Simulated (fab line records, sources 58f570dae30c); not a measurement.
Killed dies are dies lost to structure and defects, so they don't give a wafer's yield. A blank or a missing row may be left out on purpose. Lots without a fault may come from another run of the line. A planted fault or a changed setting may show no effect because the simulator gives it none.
A struck lot beside a sound one | flow berkeley_cmos170 | 14 steps out of a route of 331
Sound: wafers L953.3, L953.4, L953.5. Struck: wafers L959.1, L959.2, L959.4. The cause comes at the end.
At each step with rows: each side's tool, then ch and its chambers, then its first start. Under that, the readings that differ: sound wafers | struck wafers | difference of the means | sigmas: that difference in standard deviations of wafers without a fault.
alike: readings whose means differ by less than 2 such deviations, and words and numbers that are the same on both sides. not compared: withheld readings, readings that some wafer has no value for, bounds like >300 that may hide the same value, and numbers for which the record gives no deviation and whose values overlap.
The two part at a step that has a row with sigmas, a row that says differs or no value, or rows on one side only. Numbers that don't overlap but have no deviation are shown without sigmas and don't part them. A reading that every wafer of one side lacks parts them only if that side has two wafers or more.

first, 5 steps without rows for these wafers: UCB170_PFIELD_COAT_01 (resist thk 900 nm); UCB170_PFIELD_SOFTBAKE_02 (time 60 s); UCB170_PFIELD_EXPOSE_03 (exposes mask PFIELD, target cd 1500 nm); UCB170_PFIELD_PEB_04; UCB170_PFIELD_DEVELOP_05 (develop time 45 s).
UCB170_PFIELD_OVL_MEAS_06:
  sound on overlay-01, day 5 15:09; struck on overlay-02, day 6 15:05
  alike: PFIELD_OVL
then, 1 step without rows for these wafers: UCB170_PFIELD_IMPLANT_07.
UCB170_PFIELD_STRIP_08: strips in O2.
  sound on plasma_asher-02 ch 0,1, day 5 15:21; struck on plasma_asher-02 ch 0,1, day 6 15:16
  alike: drypump_motor_current_A, oes_product_au, strip_time_to_endpoint_s
  not compared: rf_hours_counter_h
UCB170_PFIELD_TW_MEAS_09:
  sound on film_metro-03, day 5 15:26; struck on film_metro-03, day 6 15:22
  alike: PFIELD_TW
then, 2 steps without rows for these wafers: UCB170_FIELD_CLEAN_00 (cleans in dHF, time 7.5 s); UCB170_FIELD_OXIDATION_01 (target thk 558.3 nm, ox time 7200 s).
UCB170_FIELD_THK_MEAS_02:
  sound on film_metro-02, day 5 21:25; struck on film_metro-03, day 7 01:24
  alike: FIELD_OXIDE_THK
UCB170_FIELD_ANNEAL_03: time 1200 s.
  sound on furnace-04 ch 0, day 6 01:31; struck on furnace-01, day 7 05:08
  no value came back on the struck wafers for spike_tc_centre_C (C), spike_tc_load_C (C), zone_power_source_pct (%); on the sound wafers spike_tc_centre_C (C) reads 1003.4 1003.4 1003.8
then, 1 step without rows for these wafers: UCB170_FIELD_WET_ETCH_04 (etches SiO2 in dHF, time 60 s).

WHERE THEY PART
Only at UCB170_FIELD_ANNEAL_03, within this record.

WHY: what the simulator had put in
Skipped step whole: furnace-01, from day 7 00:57 on, at UCB170_FIELD_ANNEAL_03. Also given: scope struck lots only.
